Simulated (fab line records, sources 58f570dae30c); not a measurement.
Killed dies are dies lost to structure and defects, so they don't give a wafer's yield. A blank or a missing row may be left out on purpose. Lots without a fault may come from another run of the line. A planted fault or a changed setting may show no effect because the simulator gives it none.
One fault seen from 2 desks | flow berkeley_cmos170 | each desk has only its own numbers; what lay behind them comes last

THE METROLOGY DESK
What the gauges read, lot by lot, whatever tool the lot ran on: means of the sampled wafers that have a number. A lot is out of limits, marked OUT, if its mean lies more than 4 standard deviations from the usual mean; the brackets give that distance.
Columns: A = NLDD_TW at UCB170_NLDD_TW_MEAS_11, usual 2214; B = NLDD_RS at UCB170_SDANNEAL_RS_MEAS_05, usual 616.6 ohm/sq
lot  | first seen here | A               | B
L837 | day 7 09:38     | 2185            | 615.9
L840 | day 7 18:02     | 2250            | 616.7
L839 | day 7 18:19     | 2119 (-4.5) OUT | 665.6 (+41) OUT
L838 | day 7 18:37     | 2177            | 667.5 (+42) OUT
L841 | day 8 00:27     | 2233            | 616.5
L846 | day 9 09:01     | 2187            | 617.2
L853 | day 10 17:28    | 2228            | 616.4
L854 | day 11 12:58    | 2204            | 617.5
L859 | day 11 20:20    | 2204            | 616.9
L857 | day 11 20:37    | 2241            | 616.6
L855 | day 11 20:46    | 2193            | 615.5
L856 | day 11 21:04    | 2235            | 618.2
L858 | day 11 21:10    | 2209            | 615.9
L860 | day 12 09:44    | 2195            | 616.1
This desk's finding: out of limits on L838, L839; first on L839, day 7 18:19 (NLDD_TW at UCB170_NLDD_TW_MEAS_11). In limits: L837, L840, L841, L846, L853, L854, L859, L857, L855, L856, L858, L860.

THE TOOL OWNER'S DESK: implanter-02
The tool's own readings at UCB170_NLDD_IMPLANT_09: means of the sampled wafers that have a number, for each lot that ran on this tool. A lot is out of limits, marked OUT, if its mean lies more than 4 standard deviations from the usual mean; the brackets give that distance.
Columns: A = beam_on_s at UCB170_NLDD_IMPLANT_09, usual 9.99 s; B = dose_ions_cm2 at UCB170_NLDD_IMPLANT_09, usual 5e+13; C = faraday_current_uA at UCB170_NLDD_IMPLANT_09, usual 158.8
lot  | first seen here | A     | B                       | C
L840 | day 7 17:49     | 10.07 | 5e+13                   | 157.3
L839 | day 7 18:04     | 9.81  | 4e+13 (-99 or more) OUT | 126.1 (-11) OUT
L838 | day 7 18:23     | 9.86  | 4e+13 (-99 or more) OUT | 125.4 (-12) OUT
L853 | day 10 17:15    | 9.95  | 5e+13                   | 159.2
L857 | day 11 20:22    | 10.19 | 5e+13                   | 155.6
L858 | day 11 20:55    | 9.94  | 5e+13                   | 159.7
L860 | day 12 09:30    | 10.08 | 5e+13                   | 157.0
This desk's finding: out of limits on L838, L839; first on L839, day 7 18:04 (dose_ions_cm2 at UCB170_NLDD_IMPLANT_09). In limits: L840, L853, L857, L858, L860.

PUT TOGETHER
The tool owner's desk could have raised an alarm at day 7 18:04, on L838, L839.
The metrology desk could have raised an alarm at day 7 18:19, on L838, L839.
Of the lots named, all ran UCB170_NLDD_IMPLANT_09 on implanter-02.

WHAT THE SIMULATOR HAD PUT IN
Process parameter drift: implanter-02, from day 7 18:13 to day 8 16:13, at UCB170_NLDD_IMPLANT_09. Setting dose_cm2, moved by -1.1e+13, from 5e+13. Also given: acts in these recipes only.
Lots struck among those shown: L838, L839.
